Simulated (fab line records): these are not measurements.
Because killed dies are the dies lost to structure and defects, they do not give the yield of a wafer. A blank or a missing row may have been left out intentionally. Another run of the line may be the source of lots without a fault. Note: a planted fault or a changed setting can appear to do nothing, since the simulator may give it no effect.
fab line records || flow rit_cmos || part 2 of 2: steps 32 to 45 of 45
record: {"lots": 5, "wafers": 15, "last_day": 8}
route steps=202 shown ACTIVE@11 FOX1@20 FOX2@23 NWELL@28 PWELL@39 WELLDRIVE@50 NRETRO@53
lots with no fault: from the same line, run without faults
start_h: hours from the record's first day to the start of the lot's first wafer shown || wait_h: how many hours have passed since the lot's step before this one || " unchanged from the row above || L1.1+2: several wafers, shown together as one row || - either no value or no given start || * or withheld: withheld || < > ~ a bound
route shown NAME@n: NAME is a module with steps in the file, n the number in the route of the first one || usual: average and standard deviation across the fault-free wafers || same: alike in all rows || chamber/n: place in a boat || sites: each site's reading || _std_site: how widely they spread, as a standard deviation || _edge_site: outer sites' mean less inner sites' || radius_mm: how far each site lies from the wafer's centre || mask NAME#n: copy n || behind: tool/chamber where the wafer was last shaped || hold: why the lot went on hold/how many hours it stayed there/how the hold came to an end || device: names the non-switching transistor (n, p or np) || end of line: the tests these same wafers got at the end of their route || a step with no rows: only its recipe || killed: the dies lost at the first sort to structure and to defects; this is not the yield of the wafer || map: a wafer's dies, x killed, . not, _ none there
set.NAME: setting as actually run; set.NAME@STEP: the setting as run at that earlier step || model.NAME: the simulator's own value behind a step, which no gauge read
lots at selected steps of the route; one table per step, one row per wafer
services: when a tool's chamber went out of use (start_h, in hours from the record's first day, below 0 if earlier), for how many hours, and the reason
== steps ==
step: RIT_PWELL_EXPOSE_03
recipe: {"mask_id": "M3", "na": 0.57, "target_cd_nm": 43700, "dose_mj": 250}
usual: {"focus_offset_nm": "0.0/0.48"}
same: {"na": 0.57}
{"lot.wafer": "L074.1", "tool": "iline_stepper-01", "chamber": 0, "start_h": 24.24, "wait_h": 0.1, "mask": "M3#0", "focus_offset_nm": 0.3}
{"lot.wafer": "L074.2", "tool": "iline_stepper-01", "chamber": 0, "start_h": 24.24, "wait_h": 0.1, "mask": "M3#0", "focus_offset_nm": 0.2}
{"lot.wafer": "L074.4", "tool": "iline_stepper-01", "chamber": 0, "start_h": 24.24, "wait_h": 0.1, "mask": "M3#0", "focus_offset_nm": 0.1}
{"lot.wafer": "L079.1", "tool": "iline_stepper-02", "chamber": 0, "start_h": 50.32, "wait_h": 0.2, "mask": "M3#0", "focus_offset_nm": 0.7}
{"lot.wafer": "L079.4", "tool": "iline_stepper-02", "chamber": 0, "start_h": 50.32, "wait_h": 0.2, "mask": "M3#0", "focus_offset_nm": 1.0}
{"lot.wafer": "L079.5", "tool": "iline_stepper-02", "chamber": 0, "start_h": 50.32, "wait_h": 0.2, "mask": "M3#0", "focus_offset_nm": -0.2}
{"lot.wafer": "L084.2", "tool": "iline_stepper-02", "chamber": 0, "start_h": 78.05, "wait_h": 0.2, "mask": "M3#0", "focus_offset_nm": 0.9}
{"lot.wafer": "L084.3", "tool": "iline_stepper-02", "chamber": 0, "start_h": 78.05, "wait_h": 0.2, "mask": "M3#0", "focus_offset_nm": 1.1}
{"lot.wafer": "L084.5", "tool": "iline_stepper-02", "chamber": 0, "start_h": 78.05, "wait_h": 0.2, "mask": "M3#0", "focus_offset_nm": 0.6}
{"lot.wafer": "L085.1", "tool": "iline_stepper-01", "chamber": 0, "start_h": 79.61, "wait_h": 0.2, "mask": "M3#0", "focus_offset_nm": -1.0}
{"lot.wafer": "L085.2", "tool": "iline_stepper-01", "chamber": 0, "start_h": 79.61, "wait_h": 0.2, "mask": "M3#0", "focus_offset_nm": -0.5}
{"lot.wafer": "L085.4", "tool": "iline_stepper-01", "chamber": 0, "start_h": 79.61, "wait_h": 0.2, "mask": "M3#0", "focus_offset_nm": -0.5}
{"lot.wafer": "L097.3", "tool": "iline_stepper-01", "chamber": 0, "start_h": 137.20, "wait_h": 0.1, "mask": "M3#0", "focus_offset_nm": -0.7}
{"lot.wafer": "L097.4", "tool": "iline_stepper-01", "chamber": 0, "start_h": 137.20, "wait_h": 0.1, "mask": "M3#0", "focus_offset_nm": 0.4}
{"lot.wafer": "L097.5", "tool": "iline_stepper-01", "chamber": 0, "start_h": 137.20, "wait_h": 0.1, "mask": "M3#0", "focus_offset_nm": 0.6}
step: RIT_PWELL_PEB_04
recipe: {"resist": "NOVOLAK", "temp_c": "withheld", "time_s": "withheld"}
{"lot.wafer": "L074.1+2+4", "tool": "litho_track-02", "chamber": 0, "start_h": 24.49, "wait_h": 0.2}
{"lot.wafer": "L079.1+4+5", "tool": "litho_track-04", "chamber": 0, "start_h": 50.44, "wait_h": 0.1}
{"lot.wafer": "L084.2+3+5", "tool": "litho_track-04", "chamber": 0, "start_h": 78.23, "wait_h": 0.2}
{"lot.wafer": "L085.1+2+4", "tool": "litho_track-03", "chamber": 0, "start_h": 79.73, "wait_h": 0.1}
{"lot.wafer": "L097.3+4+5", "tool": "litho_track-03", "chamber": 0, "start_h": 137.33, "wait_h": 0.1}
step: RIT_PWELL_DEVELOP_05
recipe: {"resist": "NOVOLAK", "develop_time_s": 68, "dev_temp_c": 23}
{"lot.wafer": "L074.1+2+4", "tool": "litho_track-02", "chamber": 0, "start_h": "-", "wait_h": "-"}
{"lot.wafer": "L079.1+4+5", "tool": "litho_track-04", "chamber": 0, "start_h": "-", "wait_h": "-"}
{"lot.wafer": "L084.2+3+5", "tool": "litho_track-04", "chamber": 0, "start_h": "-", "wait_h": "-"}
{"lot.wafer": "L085.1+2+4", "tool": "litho_track-03", "chamber": 0, "start_h": "-", "wait_h": "-"}
{"lot.wafer": "L097.3+4+5", "tool": "litho_track-03", "chamber": 0, "start_h": "-", "wait_h": "-"}
step: RIT_PWELL_OVL_MEAS_06
usual: {"PWELL_OVL": "0.4/1.3"}
{"lot.wafer": "L074.1", "tool": "overlay-02", "chamber": "-", "start_h": 24.80, "wait_h": "-", "PWELL_OVL[nm]": 0.9}
{"lot.wafer": "L074.2", "tool": "overlay-02", "chamber": "-", "start_h": 24.80, "wait_h": "-", "PWELL_OVL[nm]": 1.2}
{"lot.wafer": "L074.4", "tool": "overlay-02", "chamber": "-", "start_h": 24.80, "wait_h": "-", "PWELL_OVL[nm]": 3.5}
{"lot.wafer": "L079.1", "tool": "overlay-01", "chamber": "-", "start_h": 50.75, "wait_h": "-", "PWELL_OVL[nm]": 0.0}
{"lot.wafer": "L079.4", "tool": "overlay-01", "chamber": "-", "start_h": 50.75, "wait_h": "-", "PWELL_OVL[nm]": 1.0}
{"lot.wafer": "L079.5", "tool": "overlay-01", "chamber": "-", "start_h": 50.75, "wait_h": "-", "PWELL_OVL[nm]": 0.8}
{"lot.wafer": "L084.2", "tool": "overlay-02", "chamber": "-", "start_h": 78.52, "wait_h": "-", "PWELL_OVL[nm]": 1.1}
{"lot.wafer": "L084.3", "tool": "overlay-02", "chamber": "-", "start_h": 78.52, "wait_h": "-", "PWELL_OVL[nm]": 0.9}
{"lot.wafer": "L084.5", "tool": "overlay-02", "chamber": "-", "start_h": 78.52, "wait_h": "-", "PWELL_OVL[nm]": 1.5}
{"lot.wafer": "L085.1", "tool": "overlay-01", "chamber": "-", "start_h": 80.04, "wait_h": "-", "PWELL_OVL[nm]": 0.9}
{"lot.wafer": "L085.2", "tool": "overlay-01", "chamber": "-", "start_h": 80.04, "wait_h": "-", "PWELL_OVL[nm]": 0.1}
{"lot.wafer": "L085.4", "tool": "overlay-01", "chamber": "-", "start_h": 80.04, "wait_h": "-", "PWELL_OVL[nm]": 1.7}
{"lot.wafer": "L097.3", "tool": "overlay-02", "chamber": "-", "start_h": 137.60, "wait_h": "-", "PWELL_OVL[nm]": -0.1}
{"lot.wafer": "L097.4", "tool": "overlay-02", "chamber": "-", "start_h": 137.60, "wait_h": "-", "PWELL_OVL[nm]": -0.1}
{"lot.wafer": "L097.5", "tool": "overlay-02", "chamber": "-", "start_h": 137.60, "wait_h": "-", "PWELL_OVL[nm]": -0.4}
step: RIT_PWELL_HARDBAKE_07
recipe: {"resist": "NOVOLAK", "temp_c": 140, "time_s": 120}
{"lot.wafer": "L074.1+2+4", "tool": "litho_track-03", "chamber": 0, "start_h": 24.98, "wait_h": 0.2}
{"lot.wafer": "L079.1+4+5", "tool": "litho_track-03", "chamber": 0, "start_h": 50.79, "wait_h": 0.0}
{"lot.wafer": "L084.2+3+5", "tool": "litho_track-02", "chamber": 0, "start_h": 78.59, "wait_h": 0.1}
{"lot.wafer": "L085.1+2+4", "tool": "litho_track-04", "chamber": 0, "start_h": 80.08, "wait_h": 0.0}
{"lot.wafer": "L097.3+4+5", "tool": "litho_track-04", "chamber": 0, "start_h": 137.71, "wait_h": 0.1}
step: RIT_PWELL_IMPLANT_08
recipe: {"species": "B", "energy_kev": 170, "dose_cm2": 6.831e+13, "tilt_deg": 7}
{"lot.wafer": "L074.1+2+4", "tool": "implanter-04", "chamber": 0, "start_h": 25.23, "wait_h": 0.2}
{"lot.wafer": "L079.1+4+5", "tool": "implanter-04", "chamber": 0, "start_h": 51.04, "wait_h": 0.2}
{"lot.wafer": "L084.2+3+5", "tool": "implanter-01", "chamber": 0, "start_h": 78.83, "wait_h": 0.2}
{"lot.wafer": "L085.1+2+4", "tool": "implanter-04", "chamber": 0, "start_h": 80.33, "wait_h": 0.2}
{"lot.wafer": "L097.3+4+5", "tool": "implanter-02", "chamber": 0, "start_h": 137.93, "wait_h": 0.2}
step: RIT_PWELL_STRIP_09
recipe: {"chemistry": "O2", "time_s": 180, "resist": "NOVOLAK", "platen_temp_c": "withheld", "power_w": 500, "pressure_mtorr": 4000, "o2_flow_sccm": 4000}
usual: {"drypump_motor_current_A": "5.76/0.21", "rf_refl_power_W": "6.3/1.7"}
{"lot.wafer": "L074.1", "tool": "plasma_asher-01", "chamber": 0, "start_h": 25.38, "wait_h": 0.1, "drypump_motor_current_A": 5.53, "rf_hours_counter_h": 37, "rf_refl_power_W": 5.7}
{"lot.wafer": "L074.2", "tool": "plasma_asher-01", "chamber": 1, "start_h": 25.38, "wait_h": 0.1, "drypump_motor_current_A": 6.05, "rf_hours_counter_h": 37, "rf_refl_power_W": 5.3}
{"lot.wafer": "L074.4", "tool": "plasma_asher-01", "chamber": 1, "start_h": 25.38, "wait_h": 0.1, "drypump_motor_current_A": 6.08, "rf_hours_counter_h": "-", "rf_refl_power_W": 5.3}
{"lot.wafer": "L079.1", "tool": "plasma_asher-01", "chamber": 1, "start_h": 51.19, "wait_h": 0.1, "drypump_motor_current_A": 6.06, "rf_hours_counter_h": 41, "rf_refl_power_W": 5.3}
{"lot.wafer": "L079.4", "tool": "plasma_asher-01", "chamber": 1, "start_h": 51.19, "wait_h": 0.1, "drypump_motor_current_A": 6.05, "rf_hours_counter_h": "-", "rf_refl_power_W": 5.2}
{"lot.wafer": "L079.5", "tool": "plasma_asher-01", "chamber": 1, "start_h": 51.19, "wait_h": 0.1, "drypump_motor_current_A": 6.05, "rf_hours_counter_h": "-", "rf_refl_power_W": 5.3}
{"lot.wafer": "L084.2", "tool": "plasma_asher-01", "chamber": 0, "start_h": 78.95, "wait_h": 0.1, "drypump_motor_current_A": 5.57, "rf_hours_counter_h": 43, "rf_refl_power_W": 6.2}
{"lot.wafer": "L084.3", "tool": "plasma_asher-01", "chamber": 1, "start_h": 78.95, "wait_h": 0.1, "drypump_motor_current_A": 6.07, "rf_hours_counter_h": "-", "rf_refl_power_W": 5.4}
{"lot.wafer": "L084.5", "tool": "plasma_asher-01", "chamber": 0, "start_h": 78.95, "wait_h": 0.1, "drypump_motor_current_A": 5.57, "rf_hours_counter_h": "-", "rf_refl_power_W": 5.8}
{"lot.wafer": "L085.1", "tool": "plasma_asher-04", "chamber": 0, "start_h": 80.48, "wait_h": 0.1, "drypump_motor_current_A": 5.91, "rf_hours_counter_h": 44, "rf_refl_power_W": 8.1}
{"lot.wafer": "L085.2", "tool": "plasma_asher-04", "chamber": 1, "start_h": 80.48, "wait_h": 0.1, "drypump_motor_current_A": 5.68, "rf_hours_counter_h": 44, "rf_refl_power_W": 4.0}
{"lot.wafer": "L085.4", "tool": "plasma_asher-04", "chamber": 1, "start_h": 80.48, "wait_h": 0.1, "drypump_motor_current_A": 5.67, "rf_hours_counter_h": "-", "rf_refl_power_W": 3.3}
{"lot.wafer": "L097.3", "tool": "plasma_asher-01", "chamber": 1, "start_h": 138.09, "wait_h": 0.1, "drypump_motor_current_A": 6.06, "rf_hours_counter_h": "-", "rf_refl_power_W": 5.4}
{"lot.wafer": "L097.4", "tool": "plasma_asher-01", "chamber": 0, "start_h": 138.09, "wait_h": 0.1, "drypump_motor_current_A": 5.53, "rf_hours_counter_h": "-", "rf_refl_power_W": 5.7}
{"lot.wafer": "L097.5", "tool": "plasma_asher-01", "chamber": 1, "start_h": 138.09, "wait_h": 0.1, "drypump_motor_current_A": 6.05, "rf_hours_counter_h": "-", "rf_refl_power_W": 5.4}
step: RIT_PWELL_TW_MEAS_10
usual: {"PWELL_TW": "937/7.3"}
{"lot.wafer": "L074.1", "tool": "film_metro-04", "chamber": "-", "start_h": 25.55, "wait_h": 0.1, "PWELL_TW": 951}
{"lot.wafer": "L074.2", "tool": "film_metro-04", "chamber": "-", "start_h": 25.55, "wait_h": 0.1, "PWELL_TW": 949}
{"lot.wafer": "L074.4", "tool": "film_metro-04", "chamber": "-", "start_h": 25.55, "wait_h": 0.1, "PWELL_TW": 950}
{"lot.wafer": "L079.1", "tool": "film_metro-01", "chamber": "-", "start_h": 51.36, "wait_h": 0.1, "PWELL_TW": 928}
{"lot.wafer": "L079.4", "tool": "film_metro-01", "chamber": "-", "start_h": 51.36, "wait_h": 0.1, "PWELL_TW": 926}
{"lot.wafer": "L079.5", "tool": "film_metro-01", "chamber": "-", "start_h": 51.36, "wait_h": 0.1, "PWELL_TW": 928}
{"lot.wafer": "L084.2", "tool": "film_metro-02", "chamber": "-", "start_h": 79.14, "wait_h": 0.1, "PWELL_TW": 946}
{"lot.wafer": "L084.3", "tool": "film_metro-02", "chamber": "-", "start_h": 79.14, "wait_h": 0.1, "PWELL_TW": 943}
{"lot.wafer": "L084.5", "tool": "film_metro-02", "chamber": "-", "start_h": 79.14, "wait_h": 0.1, "PWELL_TW": 936}
{"lot.wafer": "L085.1", "tool": "film_metro-02", "chamber": "-", "start_h": 80.65, "wait_h": 0.1, "PWELL_TW": 944}
{"lot.wafer": "L085.2", "tool": "film_metro-02", "chamber": "-", "start_h": 80.65, "wait_h": 0.1, "PWELL_TW": 935}
{"lot.wafer": "L085.4", "tool": "film_metro-02", "chamber": "-", "start_h": 80.65, "wait_h": 0.1, "PWELL_TW": 940}
{"lot.wafer": "L097.3", "tool": "film_metro-01", "chamber": "-", "start_h": 138.22, "wait_h": 0.1, "PWELL_TW": 929}
{"lot.wafer": "L097.4", "tool": "film_metro-01", "chamber": "-", "start_h": 138.22, "wait_h": 0.1, "PWELL_TW": 929}
{"lot.wafer": "L097.5", "tool": "film_metro-01", "chamber": "-", "start_h": 138.22, "wait_h": 0.1, "PWELL_TW": 927}
step: RIT_WELLDRIVE_ANNEAL_00
recipe: {"temp_c": 1100, "time_s": 14700, "ambient": "N2"}
usual: {"spike_tc_source_C": "1126.0/1.4", "zone_power_source_pct": "42/4.7"}
{"lot.wafer": "L074.1", "tool": "furnace-01", "chamber": 0, "start_h": 25.61, "wait_h": 0.1, "spike_tc_source_C": 1123.5, "zone_power_source_pct": 41}
{"lot.wafer": "L074.2", "tool": "furnace-01", "chamber": 0, "start_h": 25.61, "wait_h": 0.1, "spike_tc_source_C": 1124.0, "zone_power_source_pct": 41}
{"lot.wafer": "L074.4", "tool": "furnace-01", "chamber": 0, "start_h": 25.61, "wait_h": 0.1, "spike_tc_source_C": 1124.8, "zone_power_source_pct": 42}
{"lot.wafer": "L079.1", "tool": "furnace-01", "chamber": 0, "start_h": 54.07, "wait_h": 2.7, "spike_tc_source_C": 1124.7, "zone_power_source_pct": 41}
{"lot.wafer": "L079.4", "tool": "furnace-01", "chamber": 0, "start_h": 54.07, "wait_h": 2.7, "spike_tc_source_C": 1125.2, "zone_power_source_pct": 42}
{"lot.wafer": "L079.5", "tool": "furnace-01", "chamber": 0, "start_h": 54.07, "wait_h": 2.7, "spike_tc_source_C": 1125.2, "zone_power_source_pct": 41}
{"lot.wafer": "L084.2", "tool": "furnace-03", "chamber": 0, "start_h": 79.19, "wait_h": 0.0, "spike_tc_source_C": 1129.0, "zone_power_source_pct": 51}
{"lot.wafer": "L084.3", "tool": "furnace-03", "chamber": 0, "start_h": 79.19, "wait_h": 0.0, "spike_tc_source_C": 1127.4, "zone_power_source_pct": 51}
{"lot.wafer": "L084.5", "tool": "furnace-03", "chamber": 0, "start_h": 79.19, "wait_h": 0.0, "spike_tc_source_C": 1128.8, "zone_power_source_pct": 51}
{"lot.wafer": "L085.1", "tool": "furnace-01", "chamber": 0, "start_h": 84.14, "wait_h": 3.5, "spike_tc_source_C": 1127.3, "zone_power_source_pct": 41}
{"lot.wafer": "L085.2", "tool": "furnace-01", "chamber": 0, "start_h": 84.14, "wait_h": 3.5, "spike_tc_source_C": 1126.4, "zone_power_source_pct": 41}
{"lot.wafer": "L085.4", "tool": "furnace-01", "chamber": 0, "start_h": 84.14, "wait_h": 3.5, "spike_tc_source_C": 1127.3, "zone_power_source_pct": 42}
{"lot.wafer": "L097.3", "tool": "furnace-04", "chamber": 0, "start_h": 141.61, "wait_h": 3.4, "spike_tc_source_C": 1125.7, "zone_power_source_pct": 36}
{"lot.wafer": "L097.4", "tool": "furnace-04", "chamber": 0, "start_h": 141.61, "wait_h": 3.4, "spike_tc_source_C": 1126.4, "zone_power_source_pct": 37}
{"lot.wafer": "L097.5", "tool": "furnace-04", "chamber": 0, "start_h": 141.61, "wait_h": 3.4, "spike_tc_source_C": 1126.0, "zone_power_source_pct": 38}
step: RIT_WELLDRIVE_RS_MEAS_01
recipe: {"thk_meas_gauge": "four-point-probe"}
usual: {"NWELL_RS": "275.5/0.86"}
{"lot.wafer": "L074.1", "tool": "film_metro-02", "chamber": "-", "start_h": 30.69, "wait_h": 0.0, "NWELL_RS[ohm/sq]": 275.0}
{"lot.wafer": "L074.2", "tool": "film_metro-02", "chamber": "-", "start_h": 30.69, "wait_h": 0.0, "NWELL_RS[ohm/sq]": 273.7}
{"lot.wafer": "L074.4", "tool": "film_metro-02", "chamber": "-", "start_h": 30.69, "wait_h": 0.0, "NWELL_RS[ohm/sq]": 275.3}
{"lot.wafer": "L079.1", "tool": "film_metro-04", "chamber": "-", "start_h": 59.15, "wait_h": 0.0, "NWELL_RS[ohm/sq]": 275.5}
{"lot.wafer": "L079.4", "tool": "film_metro-04", "chamber": "-", "start_h": 59.15, "wait_h": 0.0, "NWELL_RS[ohm/sq]": 276.2}
{"lot.wafer": "L079.5", "tool": "film_metro-04", "chamber": "-", "start_h": 59.15, "wait_h": 0.0, "NWELL_RS[ohm/sq]": 275.4}
{"lot.wafer": "L084.2", "tool": "film_metro-02", "chamber": "-", "start_h": 84.29, "wait_h": 0.0, "NWELL_RS[ohm/sq]": 274.8}
{"lot.wafer": "L084.3", "tool": "film_metro-02", "chamber": "-", "start_h": 84.29, "wait_h": 0.0, "NWELL_RS[ohm/sq]": 274.2}
{"lot.wafer": "L084.5", "tool": "film_metro-02", "chamber": "-", "start_h": 84.29, "wait_h": 0.0, "NWELL_RS[ohm/sq]": 274.6}
{"lot.wafer": "L085.1", "tool": "film_metro-04", "chamber": "-", "start_h": 89.23, "wait_h": 0.0, "NWELL_RS[ohm/sq]": 275.5}
{"lot.wafer": "L085.2", "tool": "film_metro-04", "chamber": "-", "start_h": 89.23, "wait_h": 0.0, "NWELL_RS[ohm/sq]": 274.4}
{"lot.wafer": "L085.4", "tool": "film_metro-04", "chamber": "-", "start_h": 89.23, "wait_h": 0.0, "NWELL_RS[ohm/sq]": 275.2}
{"lot.wafer": "L097.3", "tool": "film_metro-01", "chamber": "-", "start_h": 146.73, "wait_h": 0.0, "NWELL_RS[ohm/sq]": 276.0}
{"lot.wafer": "L097.4", "tool": "film_metro-01", "chamber": "-", "start_h": 146.73, "wait_h": 0.0, "NWELL_RS[ohm/sq]": 275.6}
{"lot.wafer": "L097.5", "tool": "film_metro-01", "chamber": "-", "start_h": 146.73, "wait_h": 0.0, "NWELL_RS[ohm/sq]": 275.4}
step: RIT_WELLDRIVE_RS_MEAS_02
recipe: {"thk_meas_gauge": "four-point-probe"}
usual: {"PWELL_RS": "435.9/1.3"}
{"lot.wafer": "L074.1", "tool": "film_metro-02", "chamber": "-", "start_h": 30.81, "wait_h": 0.1, "PWELL_RS[ohm/sq]": 433.3}
{"lot.wafer": "L074.2", "tool": "film_metro-02", "chamber": "-", "start_h": 30.81, "wait_h": 0.1, "PWELL_RS[ohm/sq]": 435.3}
{"lot.wafer": "L074.4", "tool": "film_metro-02", "chamber": "-", "start_h": 30.81, "wait_h": 0.1, "PWELL_RS[ohm/sq]": 434.2}
{"lot.wafer": "L079.1", "tool": "film_metro-04", "chamber": "-", "start_h": 59.27, "wait_h": 0.1, "PWELL_RS[ohm/sq]": 433.8}
{"lot.wafer": "L079.4", "tool": "film_metro-04", "chamber": "-", "start_h": 59.27, "wait_h": 0.1, "PWELL_RS[ohm/sq]": 434.9}
{"lot.wafer": "L079.5", "tool": "film_metro-04", "chamber": "-", "start_h": 59.27, "wait_h": 0.1, "PWELL_RS[ohm/sq]": 434.8}
{"lot.wafer": "L084.2", "tool": "film_metro-02", "chamber": "-", "start_h": 84.41, "wait_h": 0.1, "PWELL_RS[ohm/sq]": 436.0}
{"lot.wafer": "L084.3", "tool": "film_metro-02", "chamber": "-", "start_h": 84.41, "wait_h": 0.1, "PWELL_RS[ohm/sq]": 435.7}
{"lot.wafer": "L084.5", "tool": "film_metro-02", "chamber": "-", "start_h": 84.41, "wait_h": 0.1, "PWELL_RS[ohm/sq]": 435.4}
{"lot.wafer": "L085.1", "tool": "film_metro-04", "chamber": "-", "start_h": 89.35, "wait_h": 0.1, "PWELL_RS[ohm/sq]": 436.8}
{"lot.wafer": "L085.2", "tool": "film_metro-04", "chamber": "-", "start_h": 89.35, "wait_h": 0.1, "PWELL_RS[ohm/sq]": 438.5}
{"lot.wafer": "L085.4", "tool": "film_metro-04", "chamber": "-", "start_h": 89.35, "wait_h": 0.1, "PWELL_RS[ohm/sq]": 437.9}
{"lot.wafer": "L097.3", "tool": "film_metro-01", "chamber": "-", "start_h": 146.85, "wait_h": 0.1, "PWELL_RS[ohm/sq]": 435.4}
{"lot.wafer": "L097.4", "tool": "film_metro-01", "chamber": "-", "start_h": 146.85, "wait_h": 0.1, "PWELL_RS[ohm/sq]": 435.3}
{"lot.wafer": "L097.5", "tool": "film_metro-01", "chamber": "-", "start_h": 146.85, "wait_h": 0.1, "PWELL_RS[ohm/sq]": 435.8}
step: RIT_NRETRO_HMDS_00
recipe: {"prime_time_s": 60, "prime_temp_c": 140}
{"lot.wafer": "L074.1+2+4", "tool": "litho_track-03", "chamber": 0, "start_h": 30.93, "wait_h": 0.1}
{"lot.wafer": "L079.1+4+5", "tool": "litho_track-03", "chamber": 0, "start_h": 59.39, "wait_h": 0.1}
{"lot.wafer": "L084.2+3+5", "tool": "litho_track-03", "chamber": 0, "start_h": 84.53, "wait_h": 0.1}
{"lot.wafer": "L085.1+2+4", "tool": "litho_track-03", "chamber": 0, "start_h": 89.47, "wait_h": 0.1}
{"lot.wafer": "L097.3+4+5", "tool": "litho_track-04", "chamber": 0, "start_h": 146.98, "wait_h": 0.1}
step: RIT_NRETRO_COAT_01
recipe: {"resist": "NOVOLAK", "spin_rpm": 2000, "resist_thk_nm": 1300}
usual: {"dispense_pressure_kPa": "49.8/1.6", "spin_speed_rpm": "2000.2/1.4"}
{"lot.wafer": "L074.1", "tool": "litho_track-03", "chamber": 0, "start_h": 31.08, "wait_h": 0.1, "dispense_pressure_kPa": 50.5, "spin_speed_rpm": 2000.2}
{"lot.wafer": "L074.2", "tool": "litho_track-03", "chamber": 0, "start_h": 31.08, "wait_h": 0.1, "dispense_pressure_kPa": 50.5, "spin_speed_rpm": 2000.2}
{"lot.wafer": "L074.4", "tool": "litho_track-03", "chamber": 0, "start_h": 31.08, "wait_h": 0.1, "dispense_pressure_kPa": 50.4, "spin_speed_rpm": 2000.2}
{"lot.wafer": "L079.1", "tool": "litho_track-03", "chamber": 0, "start_h": 59.54, "wait_h": 0.1, "dispense_pressure_kPa": 50.5, "spin_speed_rpm": 2000.8}
{"lot.wafer": "L079.4", "tool": "litho_track-03", "chamber": 0, "start_h": 59.54, "wait_h": 0.1, "dispense_pressure_kPa": 50.4, "spin_speed_rpm": 1999.1}
{"lot.wafer": "L079.5", "tool": "litho_track-03", "chamber": 0, "start_h": 59.54, "wait_h": 0.1, "dispense_pressure_kPa": 50.5, "spin_speed_rpm": 2002.9}
{"lot.wafer": "L084.2", "tool": "litho_track-03", "chamber": 0, "start_h": 84.68, "wait_h": 0.1, "dispense_pressure_kPa": 50.5, "spin_speed_rpm": 2002.3}
{"lot.wafer": "L084.3", "tool": "litho_track-03", "chamber": 0, "start_h": 84.68, "wait_h": 0.1, "dispense_pressure_kPa": 50.5, "spin_speed_rpm": 2001.2}
{"lot.wafer": "L084.5", "tool": "litho_track-03", "chamber": 0, "start_h": 84.68, "wait_h": 0.1, "dispense_pressure_kPa": 50.5, "spin_speed_rpm": 2001.6}
{"lot.wafer": "L085.1", "tool": "litho_track-03", "chamber": 0, "start_h": 89.62, "wait_h": 0.1, "dispense_pressure_kPa": 50.5, "spin_speed_rpm": 1999.0}
{"lot.wafer": "L085.2", "tool": "litho_track-03", "chamber": 0, "start_h": 89.62, "wait_h": 0.1, "dispense_pressure_kPa": 50.5, "spin_speed_rpm": 1997.2}
{"lot.wafer": "L085.4", "tool": "litho_track-03", "chamber": 0, "start_h": 89.62, "wait_h": 0.1, "dispense_pressure_kPa": 50.5, "spin_speed_rpm": 1997.8}
{"lot.wafer": "L097.3", "tool": "litho_track-04", "chamber": 0, "start_h": 147.13, "wait_h": 0.1, "dispense_pressure_kPa": 52.4, "spin_speed_rpm": 2001.2}
{"lot.wafer": "L097.4", "tool": "litho_track-04", "chamber": 0, "start_h": 147.13, "wait_h": 0.1, "dispense_pressure_kPa": 52.4, "spin_speed_rpm": 1998.5}
{"lot.wafer": "L097.5", "tool": "litho_track-04", "chamber": 0, "start_h": 147.13, "wait_h": 0.1, "dispense_pressure_kPa": 52.3, "spin_speed_rpm": 1998.5}
step: RIT_NRETRO_SOFTBAKE_02
recipe: {"resist": "NOVOLAK", "temp_c": 90, "time_s": 60}
{"lot.wafer": "L074.1+2+4", "tool": "litho_track-03", "chamber": 0, "start_h": 31.23, "wait_h": 0.1}
{"lot.wafer": "L079.1+4+5", "tool": "litho_track-03", "chamber": 0, "start_h": 59.69, "wait_h": 0.1}
{"lot.wafer": "L084.2+3+5", "tool": "litho_track-03", "chamber": 0, "start_h": 84.83, "wait_h": 0.1}
{"lot.wafer": "L085.1+2+4", "tool": "litho_track-03", "chamber": 0, "start_h": 89.77, "wait_h": 0.1}
{"lot.wafer": "L097.3+4+5", "tool": "litho_track-04", "chamber": 0, "start_h": 147.28, "wait_h": 0.1}
== services ==
{"tool": "rie_diel-04", "chamber": 1, "start_h": -2.67, "hours": 4.2, "kind": "repair"}
{"tool": "wet_bench-03", "chamber": "-", "start_h": -0.10, "hours": 6.7, "kind": "repair"}
{"tool": "rie_diel-04", "chamber": "-", "start_h": 2.46, "hours": 1.0, "kind": "repair"}
{"tool": "wet_bench-04", "chamber": "-", "start_h": 5.75, "hours": 4.4, "kind": "pm"}
{"tool": "iline_stepper-01", "chamber": "-", "start_h": 6.52, "hours": 1.7, "kind": "pm"}
{"tool": "rie_diel-01", "chamber": 2, "start_h": 31.04, "hours": 11.4, "kind": "repair"}
{"tool": "plasma_asher-03", "chamber": "-", "start_h": 44.25, "hours": 10.6, "kind": "repair"}
{"tool": "plasma_asher-02", "chamber": "-", "start_h": 48.76, "hours": 7.4, "kind": "repair"}
{"tool": "implanter-01", "chamber": "-", "start_h": 50.30, "hours": 0.6, "kind": "repair"}
{"tool": "implanter-02", "chamber": "-", "start_h": 59.27, "hours": 5.7, "kind": "repair"}
{"tool": "furnace-04", "chamber": "-", "start_h": 62.55, "hours": 2.7, "kind": "pm"}
{"tool": "rie_diel-04", "chamber": 1, "start_h": 68.21, "hours": 5.2, "kind": "repair"}
{"tool": "furnace-01", "chamber": "-", "start_h": 81.33, "hours": 1.7, "kind": "pm"}
{"tool": "wet_bench-01", "chamber": "-", "start_h": 82.58, "hours": 2.3, "kind": "repair"}
{"tool": "plasma_asher-02", "chamber": "-", "start_h": 97.46, "hours": 1.3, "kind": "repair"}
{"tool": "implanter-02", "chamber": "-", "start_h": 107.17, "hours": 1.3, "kind": "repair"}
{"tool": "iline_stepper-01", "chamber": "-", "start_h": 107.67, "hours": 2.1, "kind": "pm"}
{"tool": "plasma_asher-03", "chamber": "-", "start_h": 108.75, "hours": 9.0, "kind": "pm"}
{"tool": "wet_bench-02", "chamber": "-", "start_h": 108.92, "hours": 1.3, "kind": "repair"}
{"tool": "iline_stepper-01", "chamber": "-", "start_h": 117.13, "hours": 4.4, "kind": "pm"}
{"tool": "plasma_asher-04", "chamber": "-", "start_h": 125.17, "hours": 1.5, "kind": "repair"}
{"tool": "furnace-01", "chamber": "-", "start_h": 135.78, "hours": 3.6, "kind": "pm"}
{"tool": "furnace-03", "chamber": "-", "start_h": 136.54, "hours": 44.8, "kind": "repair"}
{"tool": "implanter-04", "chamber": "-", "start_h": 139.13, "hours": 3.6, "kind": "pm"}
